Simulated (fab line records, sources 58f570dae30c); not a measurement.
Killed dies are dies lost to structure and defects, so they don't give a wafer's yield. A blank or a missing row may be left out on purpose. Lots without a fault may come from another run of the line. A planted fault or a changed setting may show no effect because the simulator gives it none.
Which tool did it? | flow berkeley_cmos170 | 6 lots, 18 wafers sampled, at 3 steps of a route of 331

WHAT THE GAUGES READ, wafer by wafer
UCB170_V2_CD_MEAS_12: target cd 700 nm.
lot  | measured     | on        | cd_nm (nm)
L103 | day 8 06:46  | cd_sem-02 | 698.7 698.0 697.7
L104 | day 8 20:07  | cd_sem-01 | 700.2 700.6 699.9
L105 | day 9 08:22  | cd_sem-01 | 697.4 698.4 699.4
L109 | day 10 14:47 | cd_sem-01 | 700.2 698.5 699.7
L111 | day 10 15:49 | cd_sem-01 | 699.4 699.1 699.5
L121 | day 12 10:14 | cd_sem-01 | 701.4 698.9 699.1

WHICH TOOL RAN EACH LOT (tool, then ch and the chambers of the sampled wafers, then the start)
lot  | UCB170_SILICIDE_RTA_04           | UCB170_M2_ETCH_17
L103 | rtp_anneal-01 ch 0, day 7 08:53  | rie_diel-01 ch 0,3, day 8 04:05
L104 | rtp_anneal-01 ch 0, day 8 01:41  | rie_diel-01 ch 0,1,3, day 8 17:38
L105 | rtp_anneal-02 ch 0, day 8 12:14  | rie_diel-02 ch 0,2, day 9 05:46
L109 | rtp_anneal-02 ch 0, day 9 14:55  | rie_diel-01 ch 0,1,2, day 10 12:34
L111 | rtp_anneal-01 ch 0, day 9 15:06  | rie_diel-01 ch 1,2, day 10 13:22
L121 | rtp_anneal-02 ch 0, day 11 13:33 | rie_diel-03 ch 0,1,2, day 12 07:32
- UCB170_SILICIDE_RTA_04: time 15 s.
- UCB170_M2_ETCH_17: etches BARC in N2/H2.

THE ANSWER, worked out from the rows above alone
Rule: what is usual is taken from the lots themselves. Put in order of their means at a reading, lots are off if they are a third of the lots or fewer, leave a main group of 4 or more, and stand apart from it by a gap of 3 or more times the standard deviation of the main group's means; of several such gaps the widest counts. A main group whose means are all the same, to the digits that the tables above print for the reading, isn't used. A lot without any number at a reading at which 4 lots or more have one is off too. The other lots that the step has rows for count as sound.
No lot is off at any reading shown: from this, nothing can be told.

WHAT THE SIMULATOR HAD PUT IN
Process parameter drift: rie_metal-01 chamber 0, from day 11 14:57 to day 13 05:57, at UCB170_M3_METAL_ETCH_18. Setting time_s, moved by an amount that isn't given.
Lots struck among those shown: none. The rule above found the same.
